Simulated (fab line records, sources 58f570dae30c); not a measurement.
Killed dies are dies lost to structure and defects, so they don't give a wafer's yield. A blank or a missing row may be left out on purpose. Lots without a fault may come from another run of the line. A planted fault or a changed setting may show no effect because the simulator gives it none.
Problem report in the 8D (eight disciplines) form, filled by code | flow berkeley_cmos170 | the parts of the form that need people (team, actions taken, sign-off) are left out

1. THE PROBLEM
cd_nm at UCB170_PSD_CD_MEAS_06 reads a mean of 1178.0 nm on 6 wafers of 2 lots; wafers without a fault read 1200.2 nm with a standard deviation of 1.5. That is -15 standard deviations from the usual mean.
The step: target cd 1200 nm.
First seen on wafer L259.2, day 10 20:41, on cd_sem-02. The record holds 42 wafers of 14 lots with a number at this step. Rule for "out", or "out of limits": more than 4 standard deviations from the usual mean. The other wafers with a number count as sound.

2. WHAT IT IS AND WHAT IT IS NOT
question                    | is                     | is not
which readings at this step | cd_nm                  | -
which lots                  | L259, L260             | L240, L241, L244, L247, L248, L249, L251, L252, L255, L256, L261, L262
which wafers of those lots  | all that have a number | -
read on which gauges        | cd_sem-02              | cd_sem-01
when                        | from day 10 20:41      | up to then (30 sound wafers); but 6 sound wafers of L261, L262 came after

3. SUSPECTS, AND WHAT RULES EACH OUT
Counting: a tool at a process step up to the reading stays a suspect if it ran every lot that is out and no sound lot after the first of them.
- the gauge at UCB170_PSD_CD_MEAS_06: ruled out. All the wafers that are out were read on cd_sem-02, but those of them that UCB170_PSD_PEB_04 has rows for are out there too, on other tools.
- litho_track-04 at UCB170_PSD_PEB_04: kept. It ran every lot that is out, first L259 (day 10 20:25), and no sound lot after that; its last sound lot up to then is L255 (day 9 23:46). Its own readings are out on those wafers: heater_power_total_W, plate_temp_C.
Left after counting: litho_track-04 at UCB170_PSD_PEB_04.

4. THE CAUSE (what the simulator had put in)
Process parameter drift: litho_track-04, from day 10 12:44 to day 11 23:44, at UCB170_PSD_PEB_04. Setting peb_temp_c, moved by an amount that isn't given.
Counting left only this tool.

5. THE CHAIN OF EFFECTS, in route order
Each row: a reading whose mean over the struck wafers that have a number lies more than 3 standard deviations from the usual. Only readings for which the record gives a usual standard deviation are gone through. hours: the time from each lot's start at the first step in this table that gives one to its start at this step, as a median over the lots. sigmas: the change in usual standard deviations.
hours | step                  | reading              | usual     | on struck wafers | change | sigmas
0     | UCB170_PSD_PEB_04     | heater_power_total_W | 56.80 W   | 55.19            | -1.61  | -38
0     | UCB170_PSD_PEB_04     | plate_temp_C         | 130.01 C  | 127.25           | -2.76  | -20
0     | UCB170_PSD_CD_MEAS_06 | cd_nm                | 1200.2 nm | 1178.0           | -22.2  | -15
The process steps in it:
- UCB170_PSD_PEB_04
Later measuring or inspecting steps at which every struck wafer that the step has a row for has a number for every such reading, and none has moved that far: UCB170_V2_THK_MEAS_04.

6. WHAT WOULD HAVE CAUGHT IT SOONER
In this record the first reading out of limits at a measuring or inspecting step was taken at day 10 20:41, 8 hours after the fault began at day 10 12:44.
The tool's own readings at UCB170_PSD_PEB_04 were out on every struck wafer that the step has a row for (heater_power_total_W, plate_temp_C): an alarm limit on them would have fired on the first of those.
Of the lots that are out (2), L260 began UCB170_PSD_PEB_04 on litho_track-04 after day 10 20:41. A hold on the tool at that time would have spared it.
